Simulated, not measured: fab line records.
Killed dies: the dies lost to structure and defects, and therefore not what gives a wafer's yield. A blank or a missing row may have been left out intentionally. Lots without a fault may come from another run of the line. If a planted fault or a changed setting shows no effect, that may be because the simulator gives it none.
The tool behind it: which one?    flow berkeley cmos170    14 lots with 42 wafers sampled at 5 steps, on a route of 331 steps

WHAT THE GAUGES READ, wafer by wafer
UCB170_V1_THK_MEAS_01. Usual: V1_TEOS_THK typically reads 2030 nm, with standard deviation 26.
lot   measured      on             V1_TEOS_THK (nm)  flag
L942  day 8 11:32   film metro-02  2004 2032 2042    
L943  day 8 12:52   film metro-03  2029 2013 2035    
L945  day 8 19:20   film metro-03  2003 1997 1985    
L944  day 8 20:40   film metro-02  1980 2057 2027    
L948  day 9 14:45   film metro-04  2041 2072 2066    
L949  day 9 16:04   film metro-02  2041 2028 2048    
L950  day 9 23:29   film metro-02  2011 2027 2043    
L951  day 10 03:30  film metro-04  2031 2024 2055    
L958  day 11 12:03  film metro-04  2023 2082 2068    
L960  day 12 02:13  film metro-04  2008 2066 2026    
L959  day 12 03:32  film metro-04  2035 2026 2063    
L962  day 12 19:08  film metro-02  1997 1993 2045    
L963  day 12 19:08  film metro-03  2011 1990 1989    
L964  day 13 07:47  film metro-02  1991 2014 2015    

UCB170_M2_CD_MEAS_15: target cd 700 nm. Usual: cd nm at 699.9 nm, with a standard deviation of 1.3.
lot   measured      on         cd nm (nm)         flag
L942  day 8 17:11   cd sem-02  700.0 698.4 700.2  
L943  day 8 18:09   cd sem-02  700.2 697.4 701.0  
L945  day 9 00:17   cd sem-01  702.0 701.0 701.7  
L944  day 9 01:54   cd sem-02  700.6 698.6 699.1  
L948  day 9 19:17   cd sem-02  698.3 698.7 700.1  
L949  day 9 20:40   cd sem-01  698.6 698.5 699.0  
L950  day 10 06:57  cd sem-01  699.2 699.7 699.0  
L951  day 10 08:51  cd sem-01  701.3 701.0 701.2  
L958  day 11 17:29  cd sem-02  700.3 700.8 699.3  
L960  day 12 08:20  cd sem-02  700.3 700.3 699.2  
L959  day 12 08:28  cd sem-01  697.2 698.0 697.7  
L962  day 13 00:16  cd sem-02  701.1 700.8 701.0  
L963  day 12 23:39  cd sem-01  699.0 699.4 698.0  
L964  day 13 14:54  cd sem-01  701.9 702.6 700.5  

UCB170_V2_THK_MEAS_01. Usual: V2_TEOS_THK typically reads 2004 nm, with standard deviation 26.
lot   measured      on             V2_TEOS_THK (nm)  flag
L942  day 8 17:56   film metro-01  2009 2030 2026    
L943  day 8 18:55   film metro-01  1993 2040 2046    
L945  day 9 01:03   film metro-04  1971 1996 1980    
L944  day 9 02:40   film metro-02  2025 2043 2022    
L948  day 9 20:03   film metro-04  1979 2035 2018    
L949  day 9 21:26   film metro-02  1964 1997 2039    
L950  day 10 07:43  film metro-02  2697 2697 2736    OFF
L951  day 10 09:36  film metro-04  2718 2711 2770    OFF
L958  day 11 18:14  film metro-04  1993 2044 2015    
L960  day 12 09:05  film metro-01  1955 2005 1998    
L959  day 12 09:14  film metro-02  1971 1993 2007    
L962  day 13 01:01  film metro-04  2055 1994 2043    
L963  day 13 00:25  film metro-04  2002 1971 1978    
L964  day 13 15:40  film metro-01  2014 2033 2031    

WHICH TOOL RAN EACH LOT (tool, then ch and the chambers of the sampled wafers, then the start)
lot   UCB170_V1_CVD_00                 UCB170_V2_CVD_00
L942  pecvd-01 ch 0,1, day 8 11:22     pecvd-02 ch 1,2, day 8 17:47
L943  pecvd-03 ch 1,2, day 8 12:42     pecvd-04 ch 1,2, day 8 18:45
L945  pecvd-01 ch 0,1,2, day 8 19:11   pecvd-04 ch 0,1,2, day 9 00:53
L944  pecvd-03 ch 1,2, day 8 20:31     pecvd-04 ch 1,2, day 9 02:31
L948  pecvd-02 ch 0,1,2, day 9 14:35   pecvd-02 ch 0,2, day 9 19:53
L949  pecvd-03 ch 0,2, day 9 15:55     pecvd-04 ch 0,1,2, day 9 21:17
L950  pecvd-01 ch 0,2, day 9 23:20     pecvd-04 ch 0,1, day 10 07:34
L951  pecvd-01 ch 1,2, day 10 03:20    pecvd-04 ch 1,2, day 10 09:26
L958  pecvd-03 ch 1,2, day 11 11:53    pecvd-02 ch 1,2, day 11 18:05
L960  pecvd-01 ch 0,1,2, day 12 02:02  pecvd-02 ch 0,2, day 12 08:54
L959  pecvd-02 ch 0,1,2, day 12 03:23  pecvd-03 ch 1,2, day 12 09:05
L962  pecvd-01 ch 0,1, day 12 18:59    pecvd-03 ch 0,2, day 13 00:52
L963  pecvd-03 ch 0,1,2, day 12 18:59  pecvd-02 ch 0,1,2, day 13 00:16
L964  pecvd-02 ch 0,1, day 13 07:37    pecvd-04 ch 0,1,2, day 13 15:30
- UCB170_V1_CVD_00: deposits SiO2 from TEOS/O2, target thk 2000 nm, time 250 s.
- UCB170_V2_CVD_00: deposits SiO2 from TEOS/O2, target thk 2000 nm, time 250 s.

AS READ BY THE TOOLS THEMSELVES (means over the sampled wafers that have a number; for cases with no such wafer, the mark the record gives instead)
UCB170_V1_CVD_00. Usual: heater power w at 212 W, with a standard deviation of 56.
lot   tool      heater power w (W)  flag
L942  pecvd-01  283                 
L943  pecvd-03  255                 
L945  pecvd-01  250                 
L944  pecvd-03  246                 
L948  pecvd-02  158                 
L949  pecvd-03  264                 
L950  pecvd-01  221                 
L951  pecvd-01  232                 
L958  pecvd-03  243                 
L960  pecvd-01  234                 
L959  pecvd-02  162                 
L962  pecvd-01  251                 
L963  pecvd-03  259                 
L964  pecvd-02  148                 

UCB170_V2_CVD_00. Usual: heater power w at 216 W, with a standard deviation of 54.
lot   tool      heater power w (W)  flag
L942  pecvd-02  169                 
L943  pecvd-04  196                 
L945  pecvd-04  231                 
L944  pecvd-04  242                 
L948  pecvd-02  169                 
L949  pecvd-04  226                 
L950  pecvd-04  254                 
L951  pecvd-04  241                 
L958  pecvd-02  153                 
L960  pecvd-02  168                 
L959  pecvd-03  252                 
L962  pecvd-03  248                 
L963  pecvd-02  174                 
L964  pecvd-04  262                 

THE ANSWER, worked out from the rows above alone
Rule: lot off if the mean of its wafers having a number is beyond 3 standard deviations from the usual mean. Also off: a lot with no number at a reading for which 4 or more lots have one. The other lots that the step has rows for count as sound. After the gauges, taken in route order, come the tools' own readings; for these a lot's mean is taken, as printed above. The first step at which some lot is off is used, and at that step the reading that is off furthest; a lot without a number counts as furthest.
Off: L950, L951, at UCB170_V2_THK_MEAS_01 (V2_TEOS_THK).
A tool fits if, at a process step before that reading, it ran every lot that is off, and no sound lot after the first of them. Those tools and the gauges at UCB170_V2_THK_MEAS_01 are tried in the same way. Of those tried, none fits.

WHAT THE SIMULATOR PUT IN
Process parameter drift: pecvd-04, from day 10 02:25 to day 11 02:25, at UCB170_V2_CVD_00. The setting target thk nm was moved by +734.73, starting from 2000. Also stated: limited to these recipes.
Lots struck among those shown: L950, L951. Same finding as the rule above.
